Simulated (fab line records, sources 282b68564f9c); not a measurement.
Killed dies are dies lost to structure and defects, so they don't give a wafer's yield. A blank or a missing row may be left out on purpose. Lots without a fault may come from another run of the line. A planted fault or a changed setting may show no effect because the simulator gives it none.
A struck lot beside a sound one | flow rit_cmos | 15 steps out of a route of 202
Sound: wafers L264.1, L264.2, L264.6. Struck: wafers L258.3, L258.4, L258.5. The cause comes at the end.
At each step with rows: each side's tool, then ch and its chambers, then its first start. Under that, the readings that differ: sound wafers | struck wafers | difference of the means | sigmas: that difference in standard deviations of wafers without a fault.
alike: readings whose means differ by less than 2 such deviations, and words and numbers that are the same on both sides. not compared: withheld readings, readings that some wafer has no value for, bounds like >300 that may hide the same value, and numbers for which the record gives no deviation and whose values overlap.
The two part at a step that has a row with sigmas, a row that says differs or no value, or rows on one side only. Numbers that don't overlap but have no deviation are shown without sigmas and don't part them. A reading that every wafer of one side lacks parts them only if that side has two wafers or more.

first, 2 steps without rows for these wafers: RIT_SDANNEAL_CLEAN_01 (cleans in dHF, time 29.45 s); RIT_SDANNEAL_CLEAN_02 (cleans in SC2, time 600 s).
RIT_SDANNEAL_RTA_03: time 5 s.
  sound on rtp_anneal-01 ch 0, day 6 10:12; struck on rtp_anneal-01 ch 0, day 5 08:37
  alike: wafer_temp_C_max
RIT_SDANNEAL_RS_MEAS_04: measures by four-point-probe.
  sound on film_metro-04, day 6 10:16; struck on film_metro-02, day 5 08:44
  alike: PSD_RS
RIT_SDANNEAL_RS_MEAS_05: measures by four-point-probe.
  sound on film_metro-04, day 6 10:23; struck on film_metro-02, day 5 08:51
  alike: NSD_RS
RIT_SDANNEAL_RS_MEAS_06: measures by four-point-probe.
  sound on film_metro-04, day 6 10:30; struck on film_metro-02, day 5 08:58
  alike: PLDD_RS
RIT_SDANNEAL_RS_MEAS_07: measures by four-point-probe.
  sound on film_metro-04, day 6 10:37; struck on film_metro-02, day 5 09:05
  alike: NLDD_RS
then, 1 step without rows for these wafers: RIT_SILICIDE_WET_ETCH_00 (etches SiO2 in BOE, target depth 14 nm, time 15 s).
RIT_SILICIDE_SPUTTER_01: material Ti, target thk 30 nm, time 240 s.
  sound on pvd_sputter-04, day 6 10:45; struck on pvd_sputter-04, day 5 09:11
  alike: throttle_valve_pct
RIT_SILICIDE_RS_MEAS_02: measures by four-point-probe.
  sound on film_metro-03, day 6 10:54; struck on film_metro-01, day 5 09:22
  reading                 | sound          | struck         | difference | sigmas
  SILICIDE_TI_RS (ohm/sq) | 50.3 49.0 49.4 | 47.4 47.2 48.2 | -2.0       | -3
RIT_SILICIDE_THK_MEAS_03: measures by xrf.
  sound on film_metro-03, day 6 11:01; struck on film_metro-01, day 5 09:28
  reading              | sound          | struck         | difference | sigmas
  SILICIDE_TI_THK (nm) | 28.4 29.0 28.8 | 29.8 29.8 29.4 | +0.9       | +2
RIT_SILICIDE_RTA_04: time 10 s, ramp up 5 s, ramp down 5 s.
  sound on rtp_anneal-02 ch 0, day 6 11:05; struck on rtp_anneal-02 ch 0, day 5 09:32
  alike: wafer_temp_C_max
RIT_SILICIDE_WET_ETCH_05: etches Ti in SPM, time 120 s.
  sound on wet_bench-01 ch 1, day 6 11:09; struck on wet_bench-04 ch 1, day 5 09:35
  no value came back on the struck wafers for bath_guard_temp_C (C), bath_heat_duty_pct (%); on the sound wafers bath_guard_temp_C (C) reads 90.3 90.5 90.8
RIT_SILICIDE_RTA_06: time 10 s, ramp up 5 s, ramp down 10 s.
  sound on rtp_anneal-01 ch 0, day 6 11:11; struck on rtp_anneal-01 ch 0, day 5 09:40
  alike: wafer_temp_C_max
RIT_M1_PROBE_99:
  sound on prober-02, day 6 17:42; struck on prober-02, day 5 16:23
  reading             | sound | struck      | difference | sigmas
  killed_at_front_end | 5 0 4 | 264 264 264 | +261       | +90
  killed_dies         | 5 0 4 | 264 264 264 | +261       | +87
  killed_on_rim       | 1 0 1 | 70 70 70    | +69        | +50
  alike: killed_at_contacts, killed_open, killed_short

WHERE THEY PART
First at RIT_SILICIDE_RS_MEAS_02; last, within this record, at RIT_M1_PROBE_99.

WHY: what the simulator had put in
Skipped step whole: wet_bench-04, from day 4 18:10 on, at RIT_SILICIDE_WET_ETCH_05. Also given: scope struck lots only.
